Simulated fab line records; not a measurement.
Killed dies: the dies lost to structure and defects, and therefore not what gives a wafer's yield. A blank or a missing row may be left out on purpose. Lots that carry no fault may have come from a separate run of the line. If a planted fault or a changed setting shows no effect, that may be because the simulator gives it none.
Code-filled problem report in 8D (eight disciplines) form + flow rit-cmos + the parts of the form that need people (team, actions taken, sign-off) are left out

## 1. WHAT WENT WRONG
spin-speed-rpm at RIT_PWELL_COAT_01 reads a mean of 1878.2 rpm on 6 wafers of 2 lots; wafers without a fault read 1999.9 rpm with a standard deviation of 1.3. Measured from the usual mean, that is -94 standard deviations.
The step: resist thk 1300 nm.
First seen on wafer L125.2, day 3 23:17, on litho-track-04. The record holds 42 wafers of 14 lots with a number at this step. Rule for "out" (also "out of limits"): further than 4 standard deviations from the usual mean. The rest of the wafers with a number are treated as sound.

## 2. WHAT IT IS AND WHAT IT IS NOT
| question                    | is                     | is not                                                                          |
|-----------------------------|------------------------|---------------------------------------------------------------------------------|
| which readings at this step | spin-speed-rpm         | -                                                                               |
| which lots                  | L125, L131             | L116, L117, L118, L119, L120, L121, L122, L123, L124, L134, L135, L138          |
| which wafers of those lots  | all that have a number | -                                                                               |
| read on which tools         | litho-track-04         | litho-track-01, litho-track-03                                                  |
| when                        | from day 3 23:17       | up to then (27 sound wafers); but 9 sound wafers of L134, L135, L138 came after |

## 3. THE SUSPECTS, EACH WITH WHAT RULES IT OUT
Counting: a tool stays on the suspect list if, at a process step up to the reading, it processed all lots that are out and no sound lot following the first of them.
- litho-track-04 at RIT_PWELL_COAT_01 (resist thk 1300 nm): kept. Every lot that is out went through it, starting with L125 (day 3 23:17), and after that it ran no sound lot; the last sound lot it ran before then is L124 (day 3 13:22). Out on those wafers are its own readings of spin-speed-rpm.
Left after counting: litho-track-04 at RIT_PWELL_COAT_01.

## 4. THE CAUSE (what the simulator had put in)
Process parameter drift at RIT_PWELL_COAT_01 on litho-track-04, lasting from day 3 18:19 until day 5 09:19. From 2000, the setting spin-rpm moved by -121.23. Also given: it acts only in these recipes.
Only this tool survived the counting.

## 5. THE CHAIN OF EFFECTS, in route order
Each row: a reading whose mean over the struck wafers that have a number lies more than 3 standard deviations from the usual. Only readings whose record carries a usual standard deviation are examined. hours: median over the lots of the time between each lot's start at the first step of this table that gives one and its start at this step. sigmas: the change, counted in usual standard deviations.
| hours | step              | reading        | usual      | on struck wafers | change | sigmas |
|-------|-------------------|----------------|------------|------------------|--------|--------|
| 0     | RIT_PWELL_COAT_01 | spin-speed-rpm | 1999.9 rpm | 1878.2           | -121.7 | -94    |
It contains these process steps:
- RIT_PWELL_COAT_01: resist thk 1300 nm.

## 6. HOW IT WOULD HAVE BEEN CAUGHT EARLIER
First out-of-limits reading in this record: day 3 23:17, which is 5 hours after fault onset at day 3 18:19.
